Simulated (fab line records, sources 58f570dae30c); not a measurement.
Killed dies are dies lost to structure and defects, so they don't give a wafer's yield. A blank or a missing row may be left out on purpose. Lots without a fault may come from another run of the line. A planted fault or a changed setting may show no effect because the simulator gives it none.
Problem report in the 8D (eight disciplines) form, filled by code | flow berkeley_cmos170 | the parts of the form that need people (team, actions taken, sign-off) are left out

1. THE PROBLEM
NWELL_NITRIDE_THK at UCB170_NWELL_THK_MEAS_05 reads a mean of 180.5 nm on 9 wafers of 3 lots; wafers without a fault read 222.3 nm with a standard deviation of 2.1. That is -20 standard deviations from the usual mean.
First seen on wafer L338.1, day 6 02:51, on film_metro-01. The record holds 45 wafers of 15 lots with a number at this step. Rule for "out", or "out of limits": more than 4 standard deviations from the usual mean. The other wafers with a number count as sound.

2. WHAT IT IS AND WHAT IT IS NOT
question                    | is                           | is not
which readings at this step | NWELL_NITRIDE_THK            | -
which lots                  | L337, L338, L341             | L319, L320, L321, L324, L325, L326, L327, L328, L329, L330, L331, L332
which wafers of those lots  | all that have a number       | -
read on which gauges        | film_metro-01, film_metro-04 | film_metro-02
when                        | from day 6 02:51             | up to then (36 sound wafers)

3. SUSPECTS, AND WHAT RULES EACH OUT
Counting: a tool at a process step up to the reading stays a suspect if it ran every lot that is out and no sound lot after the first of them.
- the gauge at UCB170_NWELL_THK_MEAS_05: ruled out. The wafers that are out were read on 2 gauges (film_metro-01, film_metro-04).
- lpcvd-02 at UCB170_NWELL_CVD_04 (deposits Si3N4 from SiH2Cl2/NH3, target thk 224 nm, time 3360 s): kept. It ran every lot that is out, first L337 (day 6 00:55), and no sound lot after that; its last sound lot up to then is L332 (day 4 20:15).
Left after counting: lpcvd-02 at UCB170_NWELL_CVD_04.

4. THE CAUSE (what the simulator had put in)
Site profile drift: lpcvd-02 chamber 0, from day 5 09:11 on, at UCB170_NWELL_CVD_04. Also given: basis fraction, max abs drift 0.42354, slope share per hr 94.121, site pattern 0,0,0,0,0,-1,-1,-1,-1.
Counting left only this tool.

5. THE CHAIN OF EFFECTS, in route order
Each row: a reading whose mean over the struck wafers that have a number lies more than 3 standard deviations from the usual. Only readings for which the record gives a usual standard deviation are gone through. hours: the time from each lot's start at the first step in this table that gives one to its start at this step, as a median over the lots. sigmas: the change in usual standard deviations.
hours | step                     | reading           | usual      | on struck wafers | change | sigmas
0     | UCB170_NWELL_THK_MEAS_05 | NWELL_NITRIDE_THK | 222.3 nm   | 180.5            | -41.8  | -20
2     | UCB170_NWELL_ETCH_13     | oes_product_au    | 0.943 a.u. | 0.836            | -0.107 | -9.7
The process steps in it:
- UCB170_NWELL_ETCH_13: etches Si3N4 in CH3F/Ar/O2, stops on SiO2, target depth 246.4 nm, time 154 s.
Later measuring or inspecting steps at which every struck wafer that the step has a row for has a number for every such reading, and none has moved that far: UCB170_PVT_OVL_MEAS_06, UCB170_PSD_CD_MEAS_06.

6. WHAT WOULD HAVE CAUGHT IT SOONER
In this record the first reading out of limits at a measuring or inspecting step was taken at day 6 02:51, 18 hours after the fault began at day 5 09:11.
Of the lots that are out (3), L341 began UCB170_NWELL_CVD_04 on lpcvd-02 after day 6 02:51. A hold on the tool at that time would have spared it.
